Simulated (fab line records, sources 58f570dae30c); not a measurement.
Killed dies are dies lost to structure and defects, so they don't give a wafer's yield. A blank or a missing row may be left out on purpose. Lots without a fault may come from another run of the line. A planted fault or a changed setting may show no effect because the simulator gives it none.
Which tool did it? | flow berkeley_cmos170 | 6 lots, 18 wafers sampled, at 1 step of a route of 331

WHAT THE GAUGES READ, wafer by wafer
UCB170_PFIELD_TW_MEAS_09.
lot  | measured    | on            | PFIELD_TW
L562 | day 5 11:59 | film_metro-03 | 592 591 590
L565 | day 6 01:28 | film_metro-04 | 609 607 608
L569 | day 6 21:02 | film_metro-03 | 594 593 596
L572 | day 7 06:07 | film_metro-04 | 604 606 608
L575 | day 8 01:58 | film_metro-03 | 592 592 595
L580 | day 9 02:56 | film_metro-04 | 611 609 602

WHICH TOOL RAN EACH LOT (tool, then ch and the chambers of the sampled wafers, then the start)
The record holds no process step before these readings.

THE ANSWER, worked out from the rows above alone
Rule: what is usual is taken from the lots themselves. Put in order of their means at a reading, lots are off if they are a third of the lots or fewer, leave a main group of 4 or more, and stand apart from it by a gap of 3 or more times the standard deviation of the main group's means; of several such gaps the widest counts. A main group whose means are all the same, to the digits that the tables above print for the reading, isn't used. A lot without any number at a reading at which 4 lots or more have one is off too. The other lots that the step has rows for count as sound.
No lot is off at any reading shown: from this, nothing can be told.

WHAT THE SIMULATOR HAD PUT IN
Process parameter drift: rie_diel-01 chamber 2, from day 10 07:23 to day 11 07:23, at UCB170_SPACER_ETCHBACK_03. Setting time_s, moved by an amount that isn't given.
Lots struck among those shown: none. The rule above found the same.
